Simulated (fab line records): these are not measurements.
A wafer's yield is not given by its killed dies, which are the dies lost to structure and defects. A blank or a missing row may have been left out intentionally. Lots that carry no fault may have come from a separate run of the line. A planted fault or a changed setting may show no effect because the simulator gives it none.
Which of the tools did it? + flow rit_cmos + 39 wafers from 13 lots sampled at 3 of the route's 202 steps

== WHAT THE GAUGES READ, wafer by wafer ==
RIT_NSD_OVL_MEAS_06. Usual: NSD_OVL gives -1.2 nm (standard deviation 1.2).
| lot  | measured    | on         | NSD_OVL (nm)   | flag |
|------|-------------|------------|----------------|------|
| L564 | day 3 04:48 | overlay-02 | -1.1 -2.6 -2.4 |      |
| L565 | day 3 04:55 | overlay-01 | 0.2 -1.1 -1.1  |      |
| L566 | day 3 09:14 | overlay-02 | -2.6 -3.4 -0.7 |      |
| L568 | day 3 19:55 | overlay-02 | -1.9 -1.3 -1.1 |      |
| L569 | day 4 00:25 | overlay-01 | -0.9 -0.6 -2.0 |      |
| L570 | day 4 05:15 | overlay-02 | -2.6 -1.3 -2.1 |      |
| L571 | day 4 09:05 | overlay-02 | -0.6 -1.1 0.2  |      |
| L572 | day 4 15:38 | overlay-02 | -0.8 0.5 0.0   |      |
| L574 | day 5 02:20 | overlay-02 | -2.6 -2.1 -3.3 |      |
| L575 | day 5 05:57 | overlay-01 | -0.9 -0.9 -1.6 |      |
| L577 | day 5 16:55 | overlay-02 | -0.5 -4.3 -3.8 |      |
| L578 | day 5 21:28 | overlay-02 | - - -          | OFF  |
| L580 | day 6 06:50 | overlay-01 | -1.2 -3.1 -2.4 |      |

RIT_NSD_TW_MEAS_10. Usual: NSD_TW gives 3118 (standard deviation 17).
| lot  | measured    | on            | NSD_TW            | flag |
|------|-------------|---------------|-------------------|------|
| L564 | day 3 05:19 | film_metro-04 | 3136 3125 3125    |      |
| L565 | day 3 05:26 | film_metro-03 | 3118 3107 3110    |      |
| L566 | day 3 09:45 | film_metro-04 | 3135 3149 3152    |      |
| L568 | day 3 20:26 | film_metro-03 | 3099 3099 3113    |      |
| L569 | day 4 00:56 | film_metro-04 | 3128 3123 3131    |      |
| L570 | day 4 05:46 | film_metro-04 | 3120 3125 3113    |      |
| L571 | day 4 09:35 | film_metro-01 | 3128 3134 3126    |      |
| L572 | day 4 16:09 | film_metro-04 | 3119 3134 3129    |      |
| L574 | day 5 02:51 | film_metro-03 | 3099 3092 3102    |      |
| L575 | day 5 06:28 | film_metro-04 | 3127 3134 3125    |      |
| L577 | day 5 17:26 | film_metro-04 | 3137 3136 3139    |      |
| L578 | day 5 21:59 | film_metro-01 | 30 30 30 30 30 30 | OFF  |
| L580 | day 6 07:21 | film_metro-04 | 3129 3142 3142    |      |

== WHICH TOOL RAN EACH LOT (tool, then ch and the chambers of the sampled wafers, then the start) ==
| lot  | RIT_NSD_EXPOSE_03                  |
|------|------------------------------------|
| L564 | iline_stepper-02 ch 0, day 3 04:24 |
| L565 | iline_stepper-02 ch 0, day 3 04:32 |
| L566 | iline_stepper-02 ch 0, day 3 08:37 |
| L568 | iline_stepper-01 ch 0, day 3 19:31 |
| L569 | iline_stepper-01 ch 0, day 4 00:01 |
| L570 | iline_stepper-02 ch 0, day 4 04:52 |
| L571 | iline_stepper-01 ch 0, day 4 08:41 |
| L572 | iline_stepper-01 ch 0, day 4 15:15 |
| L574 | iline_stepper-02 ch 0, day 5 01:56 |
| L575 | iline_stepper-02 ch 0, day 5 05:35 |
| L577 | iline_stepper-01 ch 0, day 5 16:32 |
| L578 | iline_stepper-02 ch 0, day 5 21:05 |
| L580 | iline_stepper-02 ch 0, day 6 06:26 |
- RIT_NSD_EXPOSE_03: exposes mask M9, target cd 40700 nm.

== WHAT THE TOOLS THEMSELVES READ (means of the sampled wafers that have a number; where no wafer has one, the mark that the record gives instead) ==
RIT_NSD_EXPOSE_03. Usual: exposure_dose_mJ_cm2 250.02, standard deviation 0.24; stage_vel_mm_s 499.97 mm/s, standard deviation 0.26.
| lot  | tool             | exposure_dose_mJ_cm2 | stage_vel_mm_s (mm/s) | flag |
|------|------------------|----------------------|-----------------------|------|
| L564 | iline_stepper-02 | 249.72               | 500.15                |      |
| L565 | iline_stepper-02 | 250.18               | 499.79                |      |
| L566 | iline_stepper-02 | 250.07               | 500.15                |      |
| L568 | iline_stepper-01 | 250.19               | 499.78                |      |
| L569 | iline_stepper-01 | 249.74               | 499.64                |      |
| L570 | iline_stepper-02 | 249.95               | 500.23                |      |
| L571 | iline_stepper-01 | 249.78               | 500.15                |      |
| L572 | iline_stepper-01 | 250.33               | 500.00                |      |
| L574 | iline_stepper-02 | 249.93               | 500.21                |      |
| L575 | iline_stepper-02 | 249.95               | 500.21                |      |
| L577 | iline_stepper-01 | 249.82               | 500.04                |      |
| L578 | iline_stepper-02 | 250.09               | 499.85                |      |
| L580 | iline_stepper-02 | 250.06               | 500.07                |      |

== THE ANSWER, worked out from the rows above alone ==
Rule: lot off if the mean of its wafers having a number is beyond 3 standard deviations from the usual mean. A lot without any number at a reading at which 4 lots or more have one is off too. All remaining lots with rows at the step are treated as sound. The gauges are gone through in route order, then the tools' own readings, and for those a lot's mean is taken as printed above. At the first step where some lot is off, the reading lying furthest off is the one used; lots without a number count as furthest.
Off: at RIT_NSD_OVL_MEAS_06 (NSD_OVL), L578. Without a number there: L578.
A tool fits if, at a process step before that reading, it ran every lot that is off, and no sound lot after the first of them. Not tried: the gauges at RIT_NSD_OVL_MEAS_06; whatever is off there is also off at RIT_NSD_TW_MEAS_10, on other tools, and gauge error can't account for it. None of those tried fits.

== WHAT HAD BEEN PUT IN BY THE SIMULATOR ==
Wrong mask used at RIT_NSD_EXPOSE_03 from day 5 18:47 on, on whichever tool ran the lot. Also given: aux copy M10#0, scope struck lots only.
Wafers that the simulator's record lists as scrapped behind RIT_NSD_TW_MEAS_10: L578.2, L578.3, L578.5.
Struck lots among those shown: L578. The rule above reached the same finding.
